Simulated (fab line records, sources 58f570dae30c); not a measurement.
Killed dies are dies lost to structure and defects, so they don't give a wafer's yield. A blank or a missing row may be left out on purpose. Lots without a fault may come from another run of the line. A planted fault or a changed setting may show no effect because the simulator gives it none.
Tool commonality check | flow berkeley_cmos170 | 14 lots, 42 wafers sampled

WHY IT WAS OPENED
At UCB170_PFIELD_TW_MEAS_09 the reading PFIELD_TW is flagged on 2 of 14 lots. Wafers without a fault read 601, standard deviation 7.1.
Rule: a lot is flagged when every wafer of it that has a number lies more than 4 standard deviations from that mean, or none has a number. The other lots count as sound.

lot  | measured    | on            | PFIELD_TW, wafer by wafer | flag
L282 | day 4 13:10 | film_metro-03 | 610 610 607               |
L283 | day 5 08:41 | film_metro-01 | 598 595 596               |
L284 | day 5 14:34 | film_metro-02 | 592 597 592               |
L288 | day 6 12:40 | film_metro-01 | 596 592 600               |
L290 | day 6 19:46 | film_metro-01 | 602 598 596               |
L291 | day 6 19:49 | film_metro-02 | 596 595 598               |
L294 | day 7 12:04 | film_metro-03 | 611 614 611               |
L293 | day 7 12:19 | film_metro-01 | 601 601 601               |
L295 | day 8 01:01 | film_metro-02 | 692 691 691               | FLAGGED
L296 | day 8 01:11 | film_metro-02 | 590 591 592               |
L297 | day 8 02:36 | film_metro-03 | 706 713 708               | FLAGGED
L298 | day 8 02:53 | film_metro-02 | 593 592 590               |
L303 | day 9 07:33 | film_metro-03 | 607 608 611               |
L305 | day 9 15:31 | film_metro-03 | 609 609 610               |
The numbers of the flagged lots are 700 on average: +99 against the usual, or +14 standard deviations.

WHICH TOOL RAN EACH LOT
The record holds 1 process step before the reading, out of a route of 331 steps. In each cell: the tool, then ch and the chambers that the sampled wafers went through, then the start.
lot  | flag    | UCB170_PFIELD_IMPLANT_07
L282 |         | implanter-01 ch 0, day 4 12:56
L283 |         | implanter-03 ch 0, day 5 08:26
L284 |         | implanter-03 ch 0, day 5 14:19
L288 |         | implanter-04 ch 0, day 6 12:23
L290 |         | implanter-03 ch 0, day 6 19:32
L291 |         | implanter-04 ch 0, day 6 19:34
L294 |         | implanter-04 ch 0, day 7 11:49
L293 |         | implanter-03 ch 0, day 7 12:05
L295 | FLAGGED | implanter-04 ch 0, day 8 00:46
L296 |         | implanter-03 ch 0, day 8 00:56
L297 | FLAGGED | implanter-04 ch 0, day 8 02:22
L298 |         | implanter-01 ch 0, day 8 02:40
L303 |         | implanter-01 ch 0, day 9 07:20
L305 |         | implanter-03 ch 0, day 9 15:18
What these steps do:
- UCB170_PFIELD_IMPLANT_07
- UCB170_PFIELD_TW_MEAS_09

FLAGGED OVER TOTAL, TOOL BY TOOL (the gauges that took the reading come last)
step                     | tool          | lots run | flagged | share of the flagged lots | sound lots run after its first flagged lot
UCB170_PFIELD_IMPLANT_07 | implanter-01  | 3        | 0       | none                      | -
UCB170_PFIELD_IMPLANT_07 | implanter-03  | 6        | 0       | none                      | -
UCB170_PFIELD_IMPLANT_07 | implanter-04  | 5        | 2       | all                       | 0
UCB170_PFIELD_TW_MEAS_09 | film_metro-01 | 4        | 0       | none                      | -
UCB170_PFIELD_TW_MEAS_09 | film_metro-02 | 5        | 1       | some                      | 2 (L296,L298)
UCB170_PFIELD_TW_MEAS_09 | film_metro-03 | 5        | 1       | some                      | 2 (L303,L305)

WHAT THE TABLE ALLOWS
1 row of the table ran every flagged lot: implanter-04 at UCB170_PFIELD_IMPLANT_07.
- implanter-04 at UCB170_PFIELD_IMPLANT_07: 2 of its 5 lots flagged. Its last sound lot is L294 (day 7 11:49), its first flagged lot L295 (day 8 00:46): a fault that began between those two fits. Its own readings lie more than 4 standard deviations out on every wafer of the flagged lots: dose_ions_cm2, faraday_current_uA.
One tool is left: implanter-04 at UCB170_PFIELD_IMPLANT_07.

WHAT THE SIMULATOR HAD PUT IN
Process parameter drift: implanter-04, from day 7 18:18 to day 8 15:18, at UCB170_PFIELD_IMPLANT_07. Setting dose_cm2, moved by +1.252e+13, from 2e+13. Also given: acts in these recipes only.
Lots struck among those shown: L295, L297. The rule above found the same.
